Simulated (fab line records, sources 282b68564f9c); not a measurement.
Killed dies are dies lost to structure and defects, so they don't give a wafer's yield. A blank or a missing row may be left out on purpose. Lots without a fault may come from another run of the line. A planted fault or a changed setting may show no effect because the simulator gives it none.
fab line records | flow rit_cmos
record lots=6 wafers=18 last_day=7
route steps=202 shown SPACER@127 NSD@131 PSD@142 SDANNEAL@153 PLDD@159 M1@202
lots that met no fault: from a run of the same line without faults
start_h: hours from the record's first day to the start of the lot's first wafer shown | wait_h: hours since the lot's step before | " the same as in the row above | L1.1+2: a row that stands for several wafers | - no value, or no start given | * or withheld: withheld | < > ~ a bound
route shown NAME@n: a module of which the file shows steps, and the number in the route of the first | usual: mean/standard deviation of fault-free wafers | same: alike in all rows | chamber/n: place in a boat | sites: the reading at each site | _std_site: their standard deviation | _edge_site: outer sites' mean less inner sites' | radius_mm: how far each site lies from the wafer's centre | mask NAME#n: copy n | behind: the tool/chamber that last shaped the wafer | hold: why the lot was held/for how many hours/how that ended | device: the transistor (n, p or np) that didn't switch | end of line: the same wafers' tests at the end of the route | a step without rows: its recipe alone | killed: dies lost to structure and defects at the first sort, not the wafer's yield | map: a wafer's dies, x killed, . not, _ none there
set.NAME: the setting as run; set.NAME@STEP: as run at that earlier step | model.NAME: the simulator's own value behind a step, which no gauge read
lots at some steps of the route; a table a step, a row a wafer
services: from which hour (start_h, from the record's first day; less than 0 if before it) a tool's chamber was out of use, for how many hours, and why
## steps
# step RIT_SPACER_CLEAN_02
# recipe chemistry=SC2 mix=3:3:50 time_s=600 temp_c=75 dry=n2_spin
# step RIT_SPACER_CVD_03
# recipe material=Si3N4 target_thk_nm=250 temp_c=810 precursor=SiH2Cl2/NH3 time_s=3300 pressure_mtorr=300 sih2cl2_flow_sccm=61.17 nh3_flow_sccm=150
# step RIT_SPACER_THK_MEAS_04
# recipe reads=Si3N4_of_SPACER_CVD_03
# usual SPACER_NITRIDE_THK=252.8/2.3
# columns lot.wafer tool chamber start_h wait_h SPACER_NITRIDE_THK[nm]
L258.1 film_metro-01 - 62.51 0.0 250.8
L258.4 " - " " 251.4
L258.6 " - " " 253.5
L262.2 film_metro-02 - 86.19 0.0 252.3
L262.3 " - " " 253.1
L262.4 " - " " 254.9
L270.2 film_metro-04 - 122.90 0.0 255.3
L270.3 " - " " 258.5
L270.6 " - " " 257.5
L271.1 film_metro-04 - 127.85 0.0 252.9
L271.5 " - " " 255.2
L271.6 " - " " 255.1
L273.1 film_metro-02 - 141.22 0.0 254.4
L273.4 " - " " 255.0
L273.6 " - " " 252.4
L278.1 film_metro-04 - 164.01 0.0 251.2
L278.2 " - " " 253.3
L278.3 " - " " 253.4
# step RIT_SPACER_ETCHBACK_05
# recipe target_depth_a=2500 SF6_flow_sccm=30 CHF3_flow_sccm=30 target=Si3N4 chemistry=SF6/CHF3 pressure_mtorr=40 rf_w=250 time_s=240 stop_on=SiO2
# usual drypump_motor_current_A=5.7/0.4 oes_product_au=0.847/0.017 throttle_valve_pct=10.20/0.12
# columns lot.wafer tool chamber start_h wait_h drypump_motor_current_A oes_product_au rf_hours_counter_h throttle_valve_pct
L258.1 rie_diel-02 3 62.57 0.1 6.3 0.819 144 10.36
L258.4 " 2 " " 5.4 0.868 143 10.08
L258.6 " 1 " " 5.3 0.867 - 10.22
L262.2 rie_diel-02 2 86.24 0.0 5.4 0.869 144 10.07
L262.3 " 1 " " 5.2 0.862 14 10.21
L262.4 " 3 " " 6.4 0.835 145 10.36
L270.2 rie_diel-03 3 122.95 0.0 6.0 0.862 4 10.03
L270.3 " 2 " " 5.7 0.862 4 10.22
L270.6 " 0 " " 6.0 0.855 - 10.26
L271.1 rie_diel-02 1 127.91 0.1 5.3 0.854 15 10.21
L271.5 " 3 " " 6.3 0.843 - 10.36
L271.6 " 0 " " 5.8 0.831 - 10.37
L273.1 rie_diel-02 0 141.28 0.1 5.8 0.822 136 10.37
L273.4 " 2 " " 5.4 0.875 145 10.07
L273.6 " 2 " " 5.4 0.867 - 10.08
L278.1 rie_diel-02 2 164.07 0.1 5.4 0.870 146 10.07
L278.2 " 0 " " 5.8 0.831 137 10.35
L278.3 " 1 " " 5.3 0.859 16 10.22
# step RIT_NSD_HMDS_00
# recipe prime_time_s=60 prime_temp_c=140
# step RIT_NSD_COAT_01
# recipe resist=NOVOLAK spin_rpm=3250 resist_thk_nm=1000
# step RIT_NSD_SOFTBAKE_02
# recipe resist=NOVOLAK temp_c=90 time_s=60
# step RIT_NSD_EXPOSE_03
# recipe mask_id=M9 na=0.57 target_cd_nm=40700 dose_mj=250
# step RIT_NSD_PEB_04
# recipe resist=NOVOLAK temp_c=withheld time_s=withheld
# step RIT_NSD_DEVELOP_05
# recipe resist=NOVOLAK develop_time_s=50 dev_temp_c=23
# step RIT_NSD_OVL_MEAS_06
# usual NSD_OVL=-0.2/1.3
# columns lot.wafer tool chamber start_h wait_h NSD_OVL[nm]
L258.1 overlay-01 - 63.69 - -0.6
L258.4 " - " " -1.9
L258.6 " - " " -0.8
L262.2 overlay-02 - 87.48 - 1.8
L262.3 " - " " 0.6
L262.4 " - " " 1.9
L270.2 overlay-02 - 123.95 - -0.8
L270.3 " - " " -0.3
L270.6 " - " " 0.3
L271.1 overlay-02 - 128.91 - -1.2
L271.5 " - " " -2.2
L271.6 " - " " -1.1
L273.1 overlay-01 - 142.40 - -0.5
L273.4 " - " " -1.2
L273.6 " - " " -2.0
L278.1 overlay-02 - 165.26 - -1.2
L278.2 " - " " -2.2
L278.3 " - " " -1.5
# step RIT_NSD_HARDBAKE_07
# recipe resist=NOVOLAK temp_c=138.8 time_s=60
# step RIT_NSD_IMPLANT_08
# recipe species=P energy_kev=25 dose_cm2=1e+15 tilt_deg=7
# usual beam_energy_keV=24.999/0.0088
# columns lot.wafer tool chamber start_h wait_h beam_energy_keV model.implant.rp_nm model.implant.drp_nm
L258.1 implanter-03 0 63.88 0.1 25.003 32.83 14.84
L258.4 " 0 " " 25.012 32.83 14.84
L258.6 " 0 " " 25.016 32.83 14.84
L262.2 implanter-02 0 87.69 0.1 25.005 31.92 14.84
L262.3 " 0 " " 24.992 31.92 14.84
L262.4 " 0 " " 25.005 31.92 14.84
L270.2 implanter-02 0 124.16 0.1 32.485 39.63 17.72
L270.3 " 0 " " 32.480 39.63 17.72
L270.6 " 0 " " 32.492 39.63 17.72
L271.1 implanter-02 0 129.10 0.1 32.493 39.53 17.72
L271.5 " 0 " " 32.504 39.53 17.72
L271.6 " 0 " " 32.498 39.53 17.72
L273.1 implanter-03 0 142.59 0.1 24.999 33.07 14.84
L273.4 " 0 " " 24.997 33.07 14.84
L273.6 " 0 " " 24.989 33.07 14.84
L278.1 implanter-01 0 165.44 0.1 25.007 32.23 14.84
L278.2 " 0 " " 25.001 32.23 14.84
L278.3 " 0 " " 25.011 32.23 14.84
# step RIT_NSD_STRIP_09
# recipe chemistry=O2 time_s=180 resist=NOVOLAK platen_temp_c=withheld power_w=500 pressure_mtorr=4000 o2_flow_sccm=4000
# usual drypump_motor_current_A=5.6/0.35
# columns lot.wafer tool chamber start_h wait_h drypump_motor_current_A rf_hours_counter_h
L258.1 plasma_asher-04 0 64.03 0.1 5.2 27
L258.4 " 1 " " 5.7 -
L258.6 " 1 " " 5.7 -
L262.2 plasma_asher-03 0 87.81 0.1 5.5 45
L262.3 " 0 " " 5.5 -
L262.4 " 1 " " 5.3 -
L270.2 plasma_asher-03 1 124.28 0.1 5.3 50
L270.3 " 1 " " 5.3 -
L270.6 " 1 " " 5.3 -
L271.1 plasma_asher-04 0 129.25 0.1 5.2 34
L271.5 " 1 " " 5.7 -
L271.6 " 0 " " 5.2 -
L273.1 plasma_asher-03 0 142.74 0.1 5.5 51
L273.4 " 1 " " 5.3 -
L273.6 " 0 " " 5.5 -
L278.1 plasma_asher-02 0 165.59 0.1 6.4 51
L278.2 " 1 " " 5.4 51
L278.3 " 0 " " 6.4 -
# step RIT_NSD_TW_MEAS_10
# usual NSD_TW=3143/36
# columns lot.wafer tool chamber start_h wait_h NSD_TW
L258.1 film_metro-03 - 64.21 0.1 3160
L258.4 " - " " 3160
L258.6 " - " " 3150
L262.2 film_metro-03 - 88.00 0.1 3146
L262.3 " - " " 3156
L262.4 " - " " 3163
L270.2 film_metro-03 - 124.47 0.1 3392
L270.3 " - " " 3376
L270.6 " - " " 3368
L271.1 film_metro-04 - 129.42 0.1 3312
L271.5 " - " " 3294
L271.6 " - " " 3275
L273.1 film_metro-03 - 142.91 0.1 3158
L273.4 " - " " 3155
L273.6 " - " " 3148
L278.1 film_metro-03 - 165.77 0.1 3159
L278.2 " - " " 3170
L278.3 " - " " 3161
# step RIT_PSD_HMDS_00
# recipe prime_time_s=60 prime_temp_c=140
# step RIT_PSD_COAT_01
# recipe resist=NOVOLAK spin_rpm=3250 resist_thk_nm=1000
# step RIT_PSD_SOFTBAKE_02
# recipe resist=NOVOLAK temp_c=89.18 time_s=60
# step RIT_PSD_EXPOSE_03
# recipe mask_id=M10 na=0.57 target_cd_nm=40900 dose_mj=250
# step RIT_PSD_PEB_04
# recipe resist=NOVOLAK temp_c=withheld time_s=withheld
# step RIT_PSD_DEVELOP_05
# recipe resist=NOVOLAK develop_time_s=50 dev_temp_c=23
# step RIT_PSD_OVL_MEAS_06
# usual PSD_OVL=0.1/1.2
# columns lot.wafer tool chamber start_h wait_h PSD_OVL[nm]
L258.1 overlay-02 - 65.12 - 0.3
L258.4 " - " " 0.7
L258.6 " - " " 1.3
L262.2 overlay-01 - 88.91 - 0.4
L262.3 " - " " 0.8
L262.4 " - " " 1.1
L270.2 overlay-01 - 125.42 - -1.3
L270.3 " - " " -0.1
L270.6 " - " " -0.9
L271.1 overlay-01 - 130.33 - 1.1
L271.5 " - " " 0.1
L271.6 " - " " 1.4
L273.1 overlay-02 - 143.82 - -0.7
L273.4 " - " " 1.1
L273.6 " - " " -0.5
L278.1 overlay-01 - 166.68 - -2.2
L278.2 " - " " -1.7
L278.3 " - " " 0.2
# step RIT_PSD_HARDBAKE_07
# recipe resist=NOVOLAK temp_c=140 time_s=60
# step RIT_PSD_IMPLANT_08
# recipe species=BF2 energy_kev=27 dose_cm2=5e+15 tilt_deg=7
# step RIT_PSD_STRIP_09
# recipe chemistry=O2 time_s=180 resist=NOVOLAK platen_temp_c=withheld power_w=500 pressure_mtorr=4000 o2_flow_sccm=4000
# usual drypump_motor_current_A=5.6/0.31
# columns lot.wafer tool chamber start_h wait_h drypump_motor_current_A rf_hours_counter_h
L258.1 plasma_asher-04 0 65.45 0.1 5.2 28
L258.4 " 1 " " 5.8 -
L258.6 " 0 " " 5.3 -
L262.2 plasma_asher-04 1 89.24 0.1 5.7 30
L262.3 " 1 " " 5.7 -
L262.4 " 0 " " 5.3 -
L270.2 plasma_asher-04 1 125.75 0.1 5.7 34
L270.3 " 1 " " 5.7 -
L270.6 " 1 " " 5.7 -
L271.1 plasma_asher-04 0 130.67 0.1 5.3 34
L271.5 " 1 " " 5.7 -
L271.6 " 0 " " 5.3 -
L273.1 plasma_asher-01 0 144.16 0.1 5.4 3
L273.4 " 0 " " 5.4 -
L273.6 " 1 " " 5.4 -
L278.1 plasma_asher-01 0 167.02 0.1 5.4 5
L278.2 " 1 " " 5.5 5
L278.3 " 1 " " 5.5 -
# step RIT_PSD_TW_MEAS_10
# usual PSD_TW=3433/56
# columns lot.wafer tool chamber start_h wait_h PSD_TW
L258.1 film_metro-03 - 65.63 0.1 3454
L258.4 " - " " 3450
L258.6 " - " " 3456
L262.2 film_metro-04 - 89.42 0.1 3342
L262.3 " - " " 3356
L262.4 " - " " 3368
L270.2 film_metro-03 - 125.94 0.1 3473
L270.3 " - " " 3469
L270.6 " - " " 3462
L271.1 film_metro-04 - 130.84 0.1 3366
L271.5 " - " " 3384
L271.6 " - " " 3381
L273.1 film_metro-04 - 144.33 0.1 3341
L273.4 " - " " 3339
L273.6 " - " " 3333
L278.1 film_metro-04 - 167.19 0.1 3343
L278.2 " - " " 3360
L278.3 " - " " 3355
# step RIT_SDANNEAL_CLEAN_00
# recipe chemistry=SC1 mix=3:3:50 time_s=600 temp_c=75
# step RIT_SDANNEAL_CLEAN_01
# recipe chemistry=dHF dilution=50:1 time_s=30
# step RIT_SDANNEAL_CLEAN_02
# recipe chemistry=SC2 mix=3:3:50 time_s=600 temp_c=75 dry=n2_spin
# step RIT_SDANNEAL_RTA_03
# recipe temp_c=1050 time_s=5 idle_temp_c=600 ramp_up_c_per_s=342 ramp_down_c_per_s=171 cool_to_c=600 ambient=N2
# usual ramp_down_c_per_s=171.00/0.031 wafer_temp_C_max=1053.5/1.1
# columns lot.wafer tool chamber start_h wait_h ramp_down_c_per_s wafer_temp_C_max
L258.1 rtp_anneal-02 0 66.05 0.0 171.02 1054.0
L258.4 " 0 " " 170.99 1053.5
L258.6 " 0 " " 171.01 1052.9
L262.2 rtp_anneal-02 0 89.85 0.0 171.04 1052.5
L262.3 " 0 " " 170.99 1055.3
L262.4 " 0 " " 171.00 1053.4
L270.2 rtp_anneal-01 0 126.38 0.0 171.00 1053.0
L270.3 " 0 " " 170.98 1051.3
L270.6 " 0 " " 171.01 1053.3
L271.1 rtp_anneal-01 0 131.30 0.0 171.00 1053.2
L271.5 " 0 " " 171.01 1056.3
L271.6 " 0 " " 170.99 1053.8
L273.1 rtp_anneal-01 0 144.78 0.0 170.95 1053.6
L273.4 " 0 " " 170.97 1052.8
L273.6 " 0 " " 171.02 1052.4
L278.1 rtp_anneal-02 0 167.65 0.0 171.01 1054.8
L278.2 " 0 " " 170.98 1052.2
L278.3 " 0 " " 171.03 1052.7
# step RIT_SDANNEAL_RS_MEAS_04
# recipe thk_meas_gauge=four-point-probe
# usual PSD_RS=115.9/0.33
# columns lot.wafer tool chamber start_h wait_h PSD_RS[ohm/sq]
L258.1 film_metro-01 - 66.11 0.0 116.0
L258.4 " - " " 116.5
L258.6 " - " " 116.2
L262.2 film_metro-03 - 89.92 0.1 115.7
L262.3 " - " " 116.0
L262.4 " - " " 115.6
L270.2 film_metro-03 - 126.49 0.1 115.8
L270.3 " - " " 115.7
L270.6 " - " " 116.1
L271.1 film_metro-03 - 131.36 0.0 115.7
L271.5 " - " " 116.0
L271.6 " - " " 115.9
L273.1 film_metro-04 - 144.84 0.0 116.1
L273.4 " - " " 116.3
L273.6 " - " " 116.1
L278.1 film_metro-01 - 167.71 0.0 115.4
L278.2 " - " " 115.2
L278.3 " - " " 115.8
# step RIT_SDANNEAL_RS_MEAS_05
# recipe thk_meas_gauge=four-point-probe
# usual NSD_RS=84.5/0.33
# columns lot.wafer tool chamber start_h wait_h NSD_RS[ohm/sq]
L258.1 film_metro-01 - 66.23 0.1 84.1
L258.4 " - " " 84.3
L258.6 " - " " 84.1
L262.2 film_metro-03 - 90.04 0.1 84.3
L262.3 " - " " 84.2
L262.4 " - " " 84.2
L270.2 film_metro-03 - 126.61 0.1 82.0
L270.3 " - " " 82.0
L270.6 " - " " 82.0
L271.1 film_metro-03 - 131.48 0.1 81.7
L271.5 " - " " 81.7
L271.6 " - " " 81.8
L273.1 film_metro-04 - 144.96 0.1 84.7
L273.4 " - " " 84.7
L273.6 " - " " 84.8
L278.1 film_metro-01 - 167.83 0.1 84.7
L278.2 " - " " 84.5
L278.3 " - " " 84.8
# step RIT_SDANNEAL_RS_MEAS_06
# recipe thk_meas_gauge=four-point-probe
# usual PLDD_RS=178.6/0.5
# columns lot.wafer tool chamber start_h wait_h PLDD_RS[ohm/sq]
L258.1 film_metro-01 - 66.35 0.1 178.9
L258.4 " - " " 178.8
L258.6 " - " " 178.7
L262.2 film_metro-03 - 90.16 0.1 179.1
L262.3 " - " " 179.6
L262.4 " - " " 178.2
L270.2 film_metro-03 - 126.73 0.1 178.5
L270.3 " - " " 178.6
L270.6 " - " " 179.2
L271.1 film_metro-03 - 131.60 0.1 178.5
L271.5 " - " " 177.9
L271.6 " - " " 178.7
L273.1 film_metro-04 - 145.08 0.1 179.1
L273.4 " - " " 179.5
L273.6 " - " " 179.5
L278.1 film_metro-01 - 167.95 0.1 178.0
L278.2 " - " " 178.1
L278.3 " - " " 178.4
# step RIT_M1_PROBE_99
# usual killed_at_M0_to_M3=0.0/0.14 killed_at_contacts=0.1/0.34 killed_at_front_end=6.6/2.7 killed_dies=6.7/2.7 killed_on_rim=1.8/1.3 killed_open=3.5/1.9 killed_short=3.1/1.8
# same gross_dies=264 killed_at_M4_up=0 killed_at_back_side=0 killed_at_other=0
# columns lot.wafer tool chamber start_h wait_h killed_at_M0_to_M3 killed_at_contacts killed_at_front_end killed_dies killed_on_rim killed_open killed_short model.etest.contact_nplus.end_ohm_um model.etest.nmos_0p15.junction_log10_a_um model.etest.diode_nplus_pwell.bv_v model.etest.nmos_narrow.off_log10_a_um model.etest.nmos_0p15.bv_v model.etest.nmos_0p3.bv_v
L258.1 prober-02 - 73.60 0.1 0 0 5 5 1 1 4 40.93 -13.66 5.961 -13.09 5.505 5.505
L258.4 prober-02 - 73.75 0.2 0 0 7 7 3 4 3 42.95 -13.36 5.974 -12.98 5.491 5.491
L258.6 prober-02 - 73.85 0.2 0 0 5 5 1 2 3 40.76 -13.48 5.963 -13.16 5.524 5.524
L262.2 prober-02 - 97.34 0.1 0 0 14 14 0 10 4 43.77 -13.33 5.899 -13.29 5.462 5.462
L262.3 prober-02 - 97.39 0.2 0 0 11 11 2 8 3 43.38 -13.66 5.907 -13.23 5.5 5.5
L262.4 prober-02 - 97.44 0.2 0 0 11 11 0 4 7 41.93 -13.44 5.892 -13.28 5.471 5.471
L270.2 prober-01 - 135.79 0.1 0 0 9 9 2 4 5 36.55 -13.54 6.037 -13.21 5.548 5.548
L270.3 prober-01 - 135.84 0.2 0 0 6 6 1 3 3 37.43 -13.77 6.075 -13.25 5.524 5.524
L270.6 prober-01 - 135.99 0.2 0 0 11 11 2 7 4 36.72 -13.81 6.066 -13.34 5.529 5.529
L271.1 prober-01 - 138.68 0.1 0 0 1 1 0 0 1 38.12 -13.68 6.18 -13.25 5.556 5.556
L271.5 prober-01 - 138.88 0.2 0 0 7 7 3 4 3 37.87 -13.76 6.126 -13.32 5.515 5.515
L271.6 prober-01 - 138.93 0.2 0 0 7 7 3 4 3 37.99 -13.73 6.112 -13.17 5.503 5.503
L273.1 prober-01 - 152.21 0.1 0 0 4 4 1 2 2 43.33 -13.41 5.971 -13.23 5.468 5.468
L273.4 prober-01 - 152.36 0.2 1 0 5 6 3 3 3 43.17 -13.3 5.951 -13.16 5.459 5.459
L273.6 prober-01 - 152.46 0.2 0 0 6 6 2 3 3 42.84 -13.57 5.946 -13.14 5.45 5.45
L278.1 prober-02 - 175.07 0.1 0 0 6 6 3 3 3 43.7 -13.49 5.897 -12.95 5.412 5.412
L278.2 prober-02 - 175.12 0.1 0 0 5 5 2 4 1 41.58 -13.63 5.85 -13.13 5.4 5.4
L278.3 prober-02 - 175.17 0.2 0 1 9 10 7 5 5 43.25 -13.28 5.884 -13.14 5.42 5.42
# killed by level:class
L258.1 SILICIDE:geometric_particle:short=2 GATE:geometric_particle:short=1 REOX:geometric_particle:short=1 SILICIDE:geometric_particle:open=1
L258.4 REOX:geometric_particle:open=3 FOX1:geometric_particle:short=2 GATE:geometric_particle:open=1 GATE:geometric_particle:short=1
L258.6 FOX1:geometric_particle:open=1 FOX1:geometric_particle:short=1 FOX2:geometric_particle:short=1 GATE:geometric_particle:open=1 SILICIDE:geometric_particle:short=1
L262.2 REOX:geometric_particle:open=4 GATE:geometric_particle:open=3 GATE:geometric_particle:short=2 SPACER:geometric_particle:open=2 FOX2:geometric_particle:open=1 FOX2:geometric_particle:short=1 SPACER:geometric_particle:short=1
L262.3 FOX1:geometric_particle:open=3 GATE:geometric_particle:open=3 FOX1:geometric_particle:short=1 FOX2:geometric_particle:open=1 REOX:geometric_particle:short=1 SPACER:geometric_particle:open=1 SILICIDE:geometric_particle:short=1
L262.4 FOX1:geometric_particle:open=2 GATE:geometric_particle:open=2 GATE:geometric_particle:short=2 REOX:geometric_particle:short=2 FOX1:geometric_particle:short=1 FOX2:geometric_particle:short=1 SILICIDE:geometric_particle:short=1
L270.2 SPACER:geometric_particle:open=2 SPACER:geometric_particle:short=2 FOX1:geometric_particle:open=1 FOX2:geometric_particle:open=1 GATE:geometric_particle:short=1 REOX:geometric_particle:short=1 SILICIDE:geometric_particle:short=1
L270.3 FOX1:geometric_particle:short=2 FOX1:geometric_particle:open=1 FOX2:geometric_particle:open=1 GATE:geometric_particle:open=1 SPACER:geometric_particle:short=1
L270.6 FOX1:geometric_particle:short=2 REOX:geometric_particle:open=2 SILICIDE:geometric_particle:open=2 FOX1:geometric_particle:open=1 FOX2:geometric_particle:open=1 SPACER:geometric_particle:open=1 SPACER:geometric_particle:short=1 SILICIDE:geometric_particle:short=1
L271.1 SILICIDE:geometric_particle:short=1
L271.5 GATE:geometric_particle:short=2 FOX1:geometric_particle:open=1 FOX2:geometric_particle:open=1 GATE:geometric_particle:open=1 REOX:geometric_particle:open=1 SPACER:geometric_particle:short=1
L271.6 GATE:geometric_particle:short=3 GATE:geometric_particle:open=2 FOX1:geometric_particle:open=1 SPACER:geometric_particle:open=1
L273.1 GATE:geometric_particle:open=2 FOX2:geometric_particle:short=1 REOX:geometric_particle:short=1
L273.4 FOX2:geometric_particle:open=1 GATE:geometric_particle:short=1 GATE:geometric_particle:open=1 REOX:geometric_particle:short=1 SILICIDE:geometric_particle:open=1 M1:geometric_particle:short=1
L273.6 GATE:geometric_particle:short=2 SPACER:geometric_particle:open=2 SILICIDE:geometric_particle:short=1 SILICIDE:geometric_particle:open=1
L278.1 GATE:geometric_particle:open=3 REOX:geometric_particle:short=2 GATE:geometric_particle:short=1
L278.2 SILICIDE:geometric_particle:open=2 GATE:geometric_particle:open=1 SPACER:geometric_particle:open=1 SPACER:geometric_particle:short=1
L278.3 SILICIDE:geometric_particle:short=3 FOX1:geometric_particle:short=1 GATE:geometric_particle:short=1 GATE:geometric_particle:open=1 REOX:geometric_particle:open=1 SPACER:geometric_particle:open=1 SILICIDE:geometric_particle:open=1 CONTACT:geometric_particle:open=1
## services
# columns tool chamber start_h hours kind
rtp_anneal-02 - 45.27 5.8 pm
implanter-01 - 50.78 1.3 repair
rie_diel-02 2 63.37 2.7 repair
implanter-03 - 67.72 1.5 repair
rie_diel-03 0 71.75 2.1 repair
rie_diel-03 - 82.90 2.8 pm
implanter-03 - 88.98 2.4 repair
rie_diel-03 1 103.93 - clean
rie_diel-03 1 103.93 17.7 scheduled_down
rie_diel-03 1 103.93 17.7 vent_cycle
plasma_asher-01 - 105.73 1.2 repair
plasma_asher-01 - 108.75 9.0 pm
plasma_asher-01 0 108.75 9.0 vent_cycle
plasma_asher-01 1 108.75 9.0 vent_cycle
plasma_asher-01 0 117.75 - clean
plasma_asher-01 1 117.75 - clean
rie_diel-03 1 138.49 2.7 repair
implanter-03 - 147.25 5.5 pm
## key
first_sign step=RIT_NSD_IMPLANT_08 reading=beam_energy_keV direction=up sigmas=99+ usual=24.999 struck=32.492
effect step=RIT_NSD_TW_MEAS_10 reading=NSD_TW direction=up sigmas=5.3 usual=3143 struck=3336
effect step=RIT_SDANNEAL_RS_MEAS_05 reading=NSD_RS direction=down sigmas=7.8 usual=84.5 struck=81.9
model_effect step=RIT_NSD_IMPLANT_08 value=implant.rp_nm without=32.42 struck=39.58
model_effect step=RIT_M1_PROBE_99 value=etest.contact_nplus.end_ohm_um without=42.33 struck=37.45
met_at RIT_NSD_IMPLANT_08
struck_wafers L270.2,L270.3,L270.6,L271.1,L271.5,L271.6
tester_left_out L270,L271
onset_between 87.69 124.16
fault kind=process_parameter_drift tool=implanter-02 chamber=- onset_h=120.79 steps=RIT_NSD_IMPLANT_08 channel=energy_kev offset=7.5 shape=step end_h=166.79 acts_in=these_recipes_only stated=25
# tester_left_out: of these lots the tester's yield and bins aren't shown, on N5 and GAA mostly nor the transistor test; their killed dies are dies lost to structure and defects alone, not to doping, threshold or leakage, so they don't give the yield
